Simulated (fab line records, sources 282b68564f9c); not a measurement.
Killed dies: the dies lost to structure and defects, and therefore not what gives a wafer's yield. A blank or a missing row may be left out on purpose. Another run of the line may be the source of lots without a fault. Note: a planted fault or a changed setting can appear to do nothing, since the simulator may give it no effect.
fab line records + flow rit-cmos
record:
- lots: 10
- wafers: 30
- last-day: 8
route steps=202 shown NWELL@37 NRETRO@62 SILICIDE@162 M1@202
lots with no fault: from the same line, run without faults
start-h: hours from the record's first day to the start of the lot's first wafer shown + wait-h: hours elapsed since this lot's preceding step + " repeats the value in the row above + L1.1+2: several wafers, shown together as one row + - no value present, or no start provided + * or withheld: withheld + < > ~ a bound
route shown NAME@n: a module of which the file shows steps, and the number in the route of the first + usual: mean and standard deviation over wafers with no fault + same: alike in all rows + chamber/n: place in a boat + sites: readings site by site + _std_site: the standard deviation of these + _edge_site: outer sites' mean less inner sites' + radius-mm: for every site, how far away it sits from the centre of the wafer + mask NAME#n: copy n + behind: the last tool/chamber to shape the wafer + hold: the reason the lot was held/the length of the hold in hours/how it ended + device: transistor that didn't switch, given as n, p or np + end of line: the same wafers' tests at the end of the route + a step given without rows: its recipe and nothing more + killed: the dies lost at the first sort to structure and to defects; this is not the yield of the wafer + map: shows each die of a wafer: x if killed, . if not, _ if none is there
set.NAME: the run value of the setting; set.NAME@STEP: its run value at that earlier step + model.NAME: the simulator's own value behind a step, which no gauge read
the route's steps for a sample of lots (tables are steps, rows are wafers)
services: the hour from which a tool's chamber was out of use, counted from the record's first day as start-h (under 0 if before that day), plus the number of hours and why
== steps ==
step: RIT_NWELL_STRIP_09
recipe:
- chemistry: O2
- time-s: 180
- resist: NOVOLAK
- platen-temp-c: withheld
- power-w: 500
- pressure-mtorr: 4000
- o2-flow-sccm: 4000
usual:
- drypump-motor-current-A: 6.0/0.32
| lot.wafer | tool            | chamber | start-h | wait-h | drypump-motor-current-A | rf-hours-counter-h |
|-----------|-----------------|---------|---------|--------|-------------------------|--------------------|
| L985.1    | plasma-asher-03 | 0       | 29.55   | 0.1    | 6.0                     | 38                 |
| L985.2    | "               | 1       | "       | "      | 5.9                     | 38                 |
| L985.6    | "               | 0       | "       | "      | 6.0                     | -                  |
| L986.2    | plasma-asher-03 | 1       | 31.30   | 0.1    | 5.9                     | 38                 |
| L986.4    | "               | 0       | "       | "      | 6.0                     | -                  |
| L986.6    | "               | 0       | "       | "      | 6.0                     | -                  |
| L994.1    | plasma-asher-01 | 0       | 65.82   | 0.1    | 5.5                     | 27                 |
| L994.5    | "               | 1       | "       | "      | 5.0                     | -                  |
| L994.6    | "               | 0       | "       | "      | 5.5                     | -                  |
| L997.3    | plasma-asher-04 | 0       | 82.53   | 0.1    | 6.1                     | -                  |
| L997.4    | "               | 1       | "       | "      | 6.3                     | -                  |
| L997.5    | "               | 1       | "       | "      | 6.3                     | -                  |
| L999.1    | plasma-asher-04 | 0       | 93.60   | 0.1    | 6.2                     | 45                 |
| L999.2    | "               | 1       | "       | "      | 6.3                     | 45                 |
| L999.6    | "               | 1       | "       | "      | 6.3                     | -                  |
| L101.2    | plasma-asher-04 | 1       | 102.24  | 0.1    | 6.3                     | 46                 |
| L101.3    | "               | 1       | "       | "      | 6.3                     | -                  |
| L101.5    | "               | 0       | "       | "      | 6.1                     | -                  |
| L103.1    | plasma-asher-04 | 0       | 111.46  | 0.1    | 6.2                     | 47                 |
| L103.4    | "               | 0       | "       | "      | 6.2                     | -                  |
| L103.6    | "               | 1       | "       | "      | 6.3                     | -                  |
| L105.1    | plasma-asher-04 | 0       | 123.64  | 0.1    | 6.2                     | 48                 |
| L105.3    | "               | 0       | "       | "      | 6.2                     | -                  |
| L105.4    | "               | 1       | "       | "      | 6.3                     | -                  |
| L107.4    | plasma-asher-03 | 1       | 138.77  | 0.1    | 5.9                     | -                  |
| L107.5    | "               | 1       | "       | "      | 5.9                     | -                  |
| L107.6    | "               | 0       | "       | "      | 6.0                     | -                  |
| L108.1    | plasma-asher-03 | 1       | 144.03  | 0.1    | 5.9                     | 2                  |
| L108.4    | "               | 1       | "       | "      | 5.9                     | -                  |
| L108.6    | "               | 1       | "       | "      | 5.9                     | -                  |
step: RIT_NWELL_TW_MEAS_10
usual:
- NWELL_TW: 2141/20
| lot.wafer | tool          | chamber | start-h | wait-h | NWELL_TW |
|-----------|---------------|---------|---------|--------|----------|
| L985.1    | film-metro-02 | -       | 29.73   | 0.1    | 2139     |
| L985.2    | "             | -       | "       | "      | 2134     |
| L985.6    | "             | -       | "       | "      | 2134     |
| L986.2    | film-metro-02 | -       | 31.49   | 0.1    | 2132     |
| L986.4    | "             | -       | "       | "      | 2143     |
| L986.6    | "             | -       | "       | "      | 2144     |
| L994.1    | film-metro-03 | -       | 66.00   | 0.1    | 2172     |
| L994.5    | "             | -       | "       | "      | 2170     |
| L994.6    | "             | -       | "       | "      | 2169     |
| L997.3    | film-metro-03 | -       | 82.66   | 0.1    | 2163     |
| L997.4    | "             | -       | "       | "      | 2168     |
| L997.5    | "             | -       | "       | "      | 2166     |
| L999.1    | film-metro-03 | -       | 93.77   | 0.1    | 2165     |
| L999.2    | "             | -       | "       | "      | 2170     |
| L999.6    | "             | -       | "       | "      | 2182     |
| L101.2    | film-metro-02 | -       | 102.42  | 0.1    | 2160     |
| L101.3    | "             | -       | "       | "      | 2157     |
| L101.5    | "             | -       | "       | "      | 2163     |
| L103.1    | film-metro-02 | -       | 111.63  | 0.1    | 2157     |
| L103.4    | "             | -       | "       | "      | 2171     |
| L103.6    | "             | -       | "       | "      | 2159     |
| L105.1    | film-metro-04 | -       | 123.81  | 0.1    | 2132     |
| L105.3    | "             | -       | "       | "      | 2133     |
| L105.4    | "             | -       | "       | "      | 2129     |
| L107.4    | film-metro-04 | -       | 138.92  | 0.1    | 2128     |
| L107.5    | "             | -       | "       | "      | 2116     |
| L107.6    | "             | -       | "       | "      | 2124     |
| L108.1    | film-metro-03 | -       | 144.21  | 0.1    | 2152     |
| L108.4    | "             | -       | "       | "      | 2151     |
| L108.6    | "             | -       | "       | "      | 2165     |
step: RIT_NRETRO_STRIP_09
recipe:
- chemistry: O2
- time-s: 180
- resist: NOVOLAK
- platen-temp-c: withheld
- power-w: 500
- pressure-mtorr: 4000
- o2-flow-sccm: 4000
usual:
- drypump-motor-current-A: 5.7/0.43
| lot.wafer | tool            | chamber | start-h | wait-h | drypump-motor-current-A | rf-hours-counter-h |
|-----------|-----------------|---------|---------|--------|-------------------------|--------------------|
| L985.1    | plasma-asher-02 | 1       | 38.72   | 0.1    | 5.6                     | 40                 |
| L985.2    | "               | 0       | "       | "      | 5.5                     | 40                 |
| L985.6    | "               | 0       | "       | "      | 5.5                     | -                  |
| L986.2    | plasma-asher-01 | 1       | 41.20   | 0.1    | 5.0                     | 25                 |
| L986.4    | "               | 0       | "       | "      | 5.5                     | -                  |
| L986.6    | "               | 0       | "       | "      | 5.5                     | -                  |
| L994.1    | plasma-asher-01 | 0       | 74.68   | 0.1    | 5.5                     | 28                 |
| L994.5    | "               | 0       | "       | "      | 5.5                     | -                  |
| L994.6    | "               | 1       | "       | "      | 5.0                     | -                  |
| L997.3    | plasma-asher-01 | 1       | 91.42   | 0.1    | 5.0                     | -                  |
| L997.4    | "               | 0       | "       | "      | 5.5                     | -                  |
| L997.5    | "               | 0       | "       | "      | 5.5                     | -                  |
| L999.1    | plasma-asher-02 | 0       | 102.23  | 0.1    | 5.5                     | 47                 |
| L999.2    | "               | 1       | "       | "      | 5.6                     | 47                 |
| L999.6    | "               | 0       | "       | "      | 5.5                     | -                  |
| L101.2    | plasma-asher-01 | 1       | 111.27  | 0.1    | 5.0                     | 32                 |
| L101.3    | "               | 0       | "       | "      | 5.5                     | -                  |
| L101.5    | "               | 0       | "       | "      | 5.5                     | -                  |
| L103.1    | plasma-asher-04 | 0       | 121.12  | 0.1    | 6.2                     | 48                 |
| L103.4    | "               | 1       | "       | "      | 6.3                     | -                  |
| L103.6    | "               | 0       | "       | "      | 6.2                     | -                  |
| L105.1    | plasma-asher-01 | 1       | 134.95  | 0.1    | 5.0                     | 35                 |
| L105.3    | "               | 1       | "       | "      | 5.0                     | -                  |
| L105.4    | "               | 0       | "       | "      | 5.6                     | -                  |
| L107.4    | plasma-asher-04 | 0       | 149.27  | 0.1    | 6.1                     | -                  |
| L107.5    | "               | 1       | "       | "      | 6.3                     | -                  |
| L107.6    | "               | 0       | "       | "      | 6.1                     | -                  |
| L108.1    | plasma-asher-04 | 0       | 153.69  | 0.1    | 6.1                     | 50                 |
| L108.4    | "               | 1       | "       | "      | 6.3                     | -                  |
| L108.6    | "               | 1       | "       | "      | 6.3                     | -                  |
step: RIT_SILICIDE_SPUTTER_01
recipe:
- material: Ti
- target-thk-nm: 30
- power-w: 350
- chamber-pressure-pa: 0.667
- gas: Ar
- time-s: 240
- substrate-temp-c: 25
usual:
- cathode-dc-power-W: 350.00/0.058
- throttle-valve-pct: 29.7/0.93
| lot.wafer | tool           | chamber | start-h | wait-h | cathode-dc-power-W | throttle-valve-pct |
|-----------|----------------|---------|---------|--------|--------------------|--------------------|
| L985.1    | pvd-sputter-01 | -       | 60.80   | 0.0    | 349.95             | 29.1               |
| L985.2    | "              | -       | "       | "      | 349.98             | 29.3               |
| L985.6    | "              | -       | "       | "      | 350.00             | 28.4               |
| L986.2    | pvd-sputter-03 | -       | 63.12   | 0.0    | 350.00             | 31.3               |
| L986.4    | "              | -       | "       | "      | 350.08             | 29.8               |
| L986.6    | "              | -       | "       | "      | 349.93             | 29.3               |
| L994.1    | pvd-sputter-03 | -       | 96.60   | 0.0    | 350.02             | 29.4               |
| L994.5    | "              | -       | "       | "      | 350.07             | 29.2               |
| L994.6    | "              | -       | "       | "      | 350.05             | 29.8               |
| L997.3    | pvd-sputter-01 | -       | 112.42  | 0.0    | 350.03             | 28.9               |
| L997.4    | "              | -       | "       | "      | 350.10             | 29.4               |
| L997.5    | "              | -       | "       | "      | 350.06             | 29.4               |
| L999.1    | pvd-sputter-01 | -       | 122.13  | 0.0    | 350.08             | 29.1               |
| L999.2    | "              | -       | "       | "      | 349.91             | 29.0               |
| L999.6    | "              | -       | "       | "      | 350.05             | 29.3               |
| L101.2    | pvd-sputter-02 | -       | 133.23  | 0.0    | 350.10             | 30.0               |
| L101.3    | "              | -       | "       | "      | 349.98             | 30.2               |
| L101.5    | "              | -       | "       | "      | 350.04             | 30.3               |
| L103.1    | pvd-sputter-02 | -       | 149.46  | 0.0    | 350.09             | 30.0               |
| L103.4    | "              | -       | "       | "      | 349.91             | 27.9               |
| L103.6    | "              | -       | "       | "      | 350.02             | 29.8               |
| L105.1    | pvd-sputter-02 | -       | 160.10  | 0.0    | 349.93             | 29.6               |
| L105.3    | "              | -       | "       | "      | 350.00             | 30.3               |
| L105.4    | "              | -       | "       | "      | 350.14             | 27.7               |
| L107.4    | pvd-sputter-02 | -       | 176.11  | 0.0    | 349.92             | 30.0               |
| L107.5    | "              | -       | "       | "      | 350.01             | 30.8               |
| L107.6    | "              | -       | "       | "      | 349.97             | 29.7               |
| L108.1    | pvd-sputter-03 | -       | 178.03  | 0.0    | 350.09             | 29.5               |
| L108.4    | "              | -       | "       | "      | 349.93             | 29.1               |
| L108.6    | "              | -       | "       | "      | 349.94             | 31.4               |
step: RIT_SILICIDE_RS_MEAS_02
recipe:
- thk-meas-gauge: four-point-probe
- reads: Ti_of_SILICIDE_SPUTTER_01
usual:
- SILICIDE_TI_RS: 47.8/0.72
| lot.wafer | tool          | chamber | start-h | wait-h | SILICIDE_TI_RS[ohm/sq] |
|-----------|---------------|---------|---------|--------|------------------------|
| L985.1    | film-metro-02 | -       | 60.95   | 0.1    | 47.0                   |
| L985.2    | "             | -       | "       | "      | 47.6                   |
| L985.6    | "             | -       | "       | "      | 47.7                   |
| L986.2    | film-metro-02 | -       | 63.29   | 0.1    | 47.0                   |
| L986.4    | "             | -       | "       | "      | 47.6                   |
| L986.6    | "             | -       | "       | "      | 47.9                   |
| L994.1    | film-metro-02 | -       | 96.75   | 0.1    | 55.6                   |
| L994.5    | "             | -       | "       | "      | 56.2                   |
| L994.6    | "             | -       | "       | "      | 48.9                   |
| L997.3    | film-metro-01 | -       | 112.61  | 0.1    | 47.6                   |
| L997.4    | "             | -       | "       | "      | 46.8                   |
| L997.5    | "             | -       | "       | "      | 47.3                   |
| L999.1    | film-metro-02 | -       | 122.28  | 0.1    | 47.8                   |
| L999.2    | "             | -       | "       | "      | 48.4                   |
| L999.6    | "             | -       | "       | "      | 48.5                   |
| L101.2    | film-metro-04 | -       | 133.40  | 0.1    | 47.5                   |
| L101.3    | "             | -       | "       | "      | 48.1                   |
| L101.5    | "             | -       | "       | "      | 47.4                   |
| L103.1    | film-metro-02 | -       | 149.61  | 0.1    | 47.8                   |
| L103.4    | "             | -       | "       | "      | 46.9                   |
| L103.6    | "             | -       | "       | "      | 47.7                   |
| L105.1    | film-metro-04 | -       | 160.25  | 0.1    | 47.8                   |
| L105.3    | "             | -       | "       | "      | 47.0                   |
| L105.4    | "             | -       | "       | "      | 47.9                   |
| L107.4    | film-metro-02 | -       | 176.32  | 0.1    | 48.5                   |
| L107.5    | "             | -       | "       | "      | 48.0                   |
| L107.6    | "             | -       | "       | "      | 47.7                   |
| L108.1    | film-metro-02 | -       | 178.18  | 0.1    | 48.2                   |
| L108.4    | "             | -       | "       | "      | 47.8                   |
| L108.6    | "             | -       | "       | "      | 47.0                   |
step: RIT_SILICIDE_THK_MEAS_03
recipe:
- thk-meas-gauge: xrf
- reads: Ti_of_SILICIDE_SPUTTER_01
usual:
- SILICIDE_TI_THK: 30.2/0.38
| lot.wafer | tool          | chamber | start-h | wait-h | SILICIDE_TI_THK[nm] |
|-----------|---------------|---------|---------|--------|---------------------|
| L985.1    | film-metro-02 | -       | 61.07   | 0.1    | 30.7                |
| L985.2    | "             | -       | "       | "      | 30.4                |
| L985.6    | "             | -       | "       | "      | 30.2                |
| L986.2    | film-metro-02 | -       | 63.40   | 0.1    | 30.5                |
| L986.4    | "             | -       | "       | "      | 30.3                |
| L986.6    | "             | -       | "       | "      | 30.2                |
| L994.1    | film-metro-02 | -       | 96.87   | 0.1    | 26.8                |
| L994.5    | "             | -       | "       | "      | 26.5                |
| L994.6    | "             | -       | "       | "      | 29.8                |
| L997.3    | film-metro-01 | -       | 112.71  | 0.1    | 30.2                |
| L997.4    | "             | -       | "       | "      | 30.6                |
| L997.5    | "             | -       | "       | "      | 30.2                |
| L999.1    | film-metro-02 | -       | 122.40  | 0.1    | 30.4                |
| L999.2    | "             | -       | "       | "      | 30.0                |
| L999.6    | "             | -       | "       | "      | 29.8                |
| L101.2    | film-metro-04 | -       | 133.51  | 0.1    | 30.6                |
| L101.3    | "             | -       | "       | "      | 30.0                |
| L101.5    | "             | -       | "       | "      | 30.6                |
| L103.1    | film-metro-02 | -       | 149.73  | 0.1    | 30.3                |
| L103.4    | "             | -       | "       | "      | 30.7                |
| L103.6    | "             | -       | "       | "      | 30.3                |
| L105.1    | film-metro-04 | -       | 160.37  | 0.1    | 30.1                |
| L105.3    | "             | -       | "       | "      | 30.8                |
| L105.4    | "             | -       | "       | "      | 30.2                |
| L107.4    | film-metro-02 | -       | 176.41  | 0.1    | 29.9                |
| L107.5    | "             | -       | "       | "      | 30.1                |
| L107.6    | "             | -       | "       | "      | 30.2                |
| L108.1    | film-metro-02 | -       | 178.30  | 0.1    | 30.1                |
| L108.4    | "             | -       | "       | "      | 30.3                |
| L108.6    | "             | -       | "       | "      | 30.6                |
step: RIT_M1_PROBE_99
usual:
- killed-at-contacts: 0.0/0.2
- killed-at-front-end: 7/3
- killed-dies: 7/3
- killed-open: 3.4/1.8
- killed-short: 3.8/2.1
same:
- gross-dies: 264
- killed_at_M0_to_M3: 0
- killed_at_M4_up: 0
- killed-at-back-side: 0
- killed-at-other: 0
| lot.wafer | tool      | chamber | start-h | wait-h | killed-at-contacts | killed-at-front-end | killed-dies | killed-open | killed-short |
|-----------|-----------|---------|---------|--------|--------------------|---------------------|-------------|-------------|--------------|
| L985.1    | prober-01 | -       | 67.82   | 0.1    | 0                  | 8                   | 8           | 6           | 2            |
| L985.2    | prober-01 | -       | 67.87   | 0.1    | 1                  | 10                  | 11          | 7           | 4            |
| L985.6    | prober-01 | -       | 68.07   | 0.2    | 0                  | 10                  | 10          | 6           | 4            |
| L994.1    | prober-01 | -       | 103.39  | 0.1    | 0                  | 5                   | 5           | 1           | 4            |
| L994.5    | prober-01 | -       | 103.59  | 0.2    | 0                  | 9                   | 9           | 5           | 4            |
| L994.6    | prober-01 | -       | 103.64  | 0.2    | 0                  | 3                   | 3           | 1           | 2            |
| L997.3    | prober-02 | -       | 119.29  | 0.2    | 0                  | 9                   | 9           | 6           | 3            |
| L997.4    | prober-02 | -       | 119.34  | 0.2    | 0                  | 13                  | 13          | 5           | 8            |
| L997.5    | prober-02 | -       | 119.39  | 0.2    | 1                  | 8                   | 9           | 5           | 4            |
| L999.1    | prober-02 | -       | 128.99  | 0.1    | 0                  | 4                   | 4           | 3           | 1            |
| L999.2    | prober-02 | -       | 129.04  | 0.1    | 0                  | 8                   | 8           | 5           | 3            |
| L999.6    | prober-02 | -       | 129.24  | 0.2    | 0                  | 3                   | 3           | 1           | 2            |
| L108.1    | prober-01 | -       | 184.78  | 0.1    | 0                  | 8                   | 8           | 3           | 5            |
| L108.4    | prober-01 | -       | 184.93  | 0.2    | 1                  | 7                   | 8           | 5           | 3            |
| L108.6    | prober-01 | -       | 185.03  | 0.2    | 0                  | 17                  | 17          | 4           | 13           |
killed by level:class
L985.1 GATE:geometric-particle:open=3 GATE:geometric-particle:short=2 REOX:geometric-particle:open=2 FOX1:geometric-particle:open=1
L985.2 GATE:geometric-particle:open=4 SILICIDE:geometric-particle:open=3 GATE:geometric-particle:short=2 REOX:geometric-particle:short=1 CONTACT:geometric-particle:short=1
L985.6 GATE:geometric-particle:open=2 GATE:geometric-particle:short=2 REOX:geometric-particle:open=2 REOX:geometric-particle:short=2 FOX1:geometric-particle:open=1 SILICIDE:geometric-particle:open=1
L994.1 FOX1:geometric-particle:short=1 FOX2:geometric-particle:short=1 GATE:geometric-particle:short=1 SILICIDE:geometric-particle:short=1 SILICIDE:geometric-particle:open=1
L994.5 GATE:geometric-particle:open=2 REOX:geometric-particle:short=2 FOX2:geometric-particle:open=1 GATE:geometric-particle:short=1 SPACER:geometric-particle:short=1 SPACER:geometric-particle:open=1 SILICIDE:geometric-particle:open=1
L994.6 FOX1:geometric-particle:short=1 GATE:geometric-particle:open=1 SPACER:geometric-particle:short=1
L997.3 FOX1:geometric-particle:open=3 GATE:geometric-particle:short=2 GATE:geometric-particle:open=2 SPACER:geometric-particle:open=1 SILICIDE:geometric-particle:short=1
L997.4 GATE:geometric-particle:short=3 FOX1:geometric-particle:short=2 GATE:geometric-particle:open=2 SPACER:geometric-particle:short=2 ACTIVE:geometric-particle:open=1 FOX1:geometric-particle:open=1 SPACER:geometric-particle:open=1 SILICIDE:geometric-particle:short=1
L997.5 GATE:geometric-particle:open=3 FOX1:geometric-particle:open=1 FOX2:geometric-particle:short=1 GATE:geometric-particle:short=1 SPACER:geometric-particle:open=1 SPACER:geometric-particle:short=1 CONTACT:geometric-particle:short=1
L999.1 GATE:geometric-particle:short=1 REOX:geometric-particle:open=1 SPACER:geometric-particle:open=1 SILICIDE:geometric-particle:open=1
L999.2 GATE:geometric-particle:open=2 GATE:geometric-particle:short=2 FOX2:geometric-particle:open=1 REOX:geometric-particle:open=1 SPACER:geometric-particle:short=1 SPACER:geometric-particle:open=1
L999.6 REOX:geometric-particle:short=1 SILICIDE:geometric-particle:open=1 SILICIDE:geometric-particle:short=1
L108.1 SPACER:geometric-particle:short=2 FOX2:geometric-particle:open=1 FOX2:geometric-particle:short=1 GATE:geometric-particle:open=1 GATE:geometric-particle:short=1 REOX:geometric-particle:short=1 SILICIDE:geometric-particle:open=1
L108.4 REOX:geometric-particle:open=2 SPACER:geometric-particle:open=2 REOX:geometric-particle:short=1 SPACER:geometric-particle:short=1 SILICIDE:geometric-particle:short=1 CONTACT:geometric-particle:open=1
L108.6 GATE:geometric-particle:short=4 FOX1:geometric-particle:short=3 SPACER:geometric-particle:short=3 FOX2:geometric-particle:short=2 FOX1:geometric-particle:open=1 GATE:geometric-particle:open=1 REOX:geometric-particle:open=1 SPACER:geometric-particle:open=1
== services ==
| tool            | chamber | start-h | hours | kind       |
|-----------------|---------|---------|-------|------------|
| plasma-asher-04 | -       | 12.91   | 14.6  | pm         |
| pvd-sputter-01  | -       | 61.80   | 3.1   | repair     |
| pvd-sputter-03  | -       | 71.13   | 1.3   | repair     |
| plasma-asher-03 | -       | 76.25   | 2.9   | repair     |
| plasma-asher-04 | -       | 78.88   | 2.8   | pm         |
| plasma-asher-03 | -       | 108.75  | 9.0   | pm         |
| plasma-asher-03 | 0       | 108.75  | 9.0   | vent-cycle |
| plasma-asher-03 | 1       | 108.75  | 9.0   | vent-cycle |
| plasma-asher-03 | -       | 116.03  | 0.7   | repair     |
| plasma-asher-03 | 0       | 117.75  | -     | clean      |
| plasma-asher-03 | 1       | 117.75  | -     | clean      |
| plasma-asher-01 | -       | 136.21  | 0.6   | repair     |
== key ==
first-sign:
- step: RIT_SILICIDE_RS_MEAS_02
- reading: SILICIDE_TI_RS
- direction: up
- sigmas: 11
- usual: 47.8
- struck: 55.9
effect:
- step: RIT_SILICIDE_THK_MEAS_03
- reading: SILICIDE_TI_THK
- direction: down
- sigmas: 9.5
- usual: 30.2
- struck: 26.6
met-at RIT_SILICIDE_SPUTTER_01
struck-lots L994
struck-wafers L994.1,L994.5
tester-left-out L994
not-acting-at RIT_NWELL_STRIP_09,RIT_NWELL_TW_MEAS_10,RIT_NRETRO_STRIP_09
onset-between 63.12 96.60
fault:
- kind: process-parameter-drift
- tool: pvd-sputter-03
- chamber: -
- onset-h: 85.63
- steps: RIT_SILICIDE_SPUTTER_01
- channel: target-thk-nm
- offset: -2.7954
- shape: step
- end-h: 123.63
- stated: 30
- scope: struck-wafers-only
tester-left-out: of these lots the tester's yield and bins aren't shown, on N5 and GAA mostly nor the transistor test; their killed dies are dies lost to structure and defects alone, not to doping, threshold or leakage, so they don't give the yield
